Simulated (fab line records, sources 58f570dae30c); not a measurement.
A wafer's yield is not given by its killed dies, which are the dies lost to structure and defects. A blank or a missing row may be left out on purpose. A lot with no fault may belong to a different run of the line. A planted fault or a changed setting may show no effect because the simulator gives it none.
2 desks looking at one fault :: flow berkeleyCmos170 :: every desk sees just its own numbers, and what lay behind them comes last

THE METROLOGY DESK
Lot by lot, what the gauges showed, no matter which tool ran the lot: averages of those sampled wafers that carry a number. The brackets show how far a lot's mean lies from the usual mean; more than 4 standard deviations puts the lot out of limits, marked OUT.
Columns: A = NVT_OVL at UCB170_NVT_OVL_MEAS_06, usual 1 nm; B = NVT_TW at UCB170_NVT_TW_MEAS_09, usual 522; C = PLDD_TW at UCB170_PLDD_TW_MEAS_11, usual 1006; D = PLDD_RS at UCB170_SDANNEAL_RS_MEAS_04, usual 1032.6 ohm/sq
lot: L367
first seen here: day 6 11:11
A: 2
B: 527
C: 1017
D: 1032.8

lot: L369
first seen here: day 7 01:37
A: -1
B: 518
C: 1016
D: 1029.3

lot: L371
first seen here: day 7 01:37
A: -2
B: 528
C: 1016
D: 1033.5

lot: L370
first seen here: day 7 02:10
A: 2
B: 529
C: 1017
D: 1030.8

lot: L375
first seen here: day 8 00:41
A: 3
B: 529
C: 1018
D: 1032.6

lot: L373
first seen here: day 8 01:01
A: -2
B: 527
C: 1006
D: 1030.7

lot: L374
first seen here: day 8 01:03
A: 1
B: 515
C: 1005
D: 1035.2

lot: L378
first seen here: day 8 01:24
A: -4
B: 515
C: 996
D: 1028.5

lot: L377
first seen here: day 8 01:40
A: 2
B: 519
C: 1015
D: 1032.5

lot: L379
first seen here: day 8 13:22
A: -10
B: 521
C: 1011
D: 1032.9

lot: L380
first seen here: day 9 02:13
A: 3
B: 525
C: 1018
D: 1029.9

lot: L381
first seen here: day 9 08:31
A: 3
B: 516
C: 980
D: 1110.6 (+31) OUT

lot: L384
first seen here: day 9 18:07
A: 2
B: 515
C: 963 (-4.5) OUT
D: 1109.4 (+31) OUT

lot: L386
first seen here: day 10 02:37
A: -7
B: 513
C: 1007
D: 1034.4
This desk reports L381, L384 out of limits; the earliest was L384 at day 10 13:07 (PLDD_TW at UCB170_PLDD_TW_MEAS_11). L367, L369, L371, L370, L375, L373, L374, L378, L377, L379, L380, L386 stayed within limits.

FOR THE TOOL OWNER'S DESK: implanter-04
UCB170_PLDD_IMPLANT_09, tool's own readings: per-lot mean of the sampled wafers with a number, covering each lot this tool ran. The brackets show how far a lot's mean lies from the usual mean; more than 4 standard deviations puts the lot out of limits, marked OUT.
Columns: A = doseIonsCm2 at UCB170_PLDD_IMPLANT_09, usual 5e+13; B = endStationPressureTorr at UCB170_PLDD_IMPLANT_09, usual 5.12e-06 Torr; C = faradayCurrentUA at UCB170_PLDD_IMPLANT_09, usual 159
lot: L371
first seen here: day 7 21:54
A: 5e+13
B: 5.32e-06
C: 160

lot: L375
first seen here: day 9 00:13
A: 5e+13
B: 4.97e-06
C: 158

lot: L373
first seen here: day 9 00:33
A: 5e+13
B: 4.93e-06
C: 161

lot: L379
first seen here: day 9 06:07
A: 5e+13
B: 5.17e-06
C: 159

lot: L380
first seen here: day 9 22:27
A: 5e+13
B: 4.85e-06
C: 159

lot: L381
first seen here: day 10 05:52
A: 4e+13 (-99 or more) OUT
B: 4.89e-06
C: 132 (-8.3) OUT

lot: L384
first seen here: day 10 12:53
A: 4e+13 (-99 or more) OUT
B: 5.23e-06
C: 131 (-8.9) OUT
This desk finds L381, L384 out of limits, L381 being first, at day 10 05:52 (doseIonsCm2 at UCB170_PLDD_IMPLANT_09). L371, L375, L373, L379, L380 stayed within limits.

ALL TOGETHER
An alarm could have come from the tool owner's desk at day 10 05:52, on L381, L384.
L381, L384 would have let the metrology desk raise an alarm at day 10 13:07.
The lots listed all ran UCB170_PLDD_IMPLANT_09 on implanter-04.

WHAT HAD BEEN PUT IN BY THE SIMULATOR
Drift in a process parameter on implanter-04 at UCB170_PLDD_IMPLANT_09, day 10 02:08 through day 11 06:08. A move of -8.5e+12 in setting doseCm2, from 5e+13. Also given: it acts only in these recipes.
Shown lots that were struck: L381, L384.
Time in hours from fault onset to the first out-of-limits reading at each desk: tool owner's desk 4, metrology desk 11.
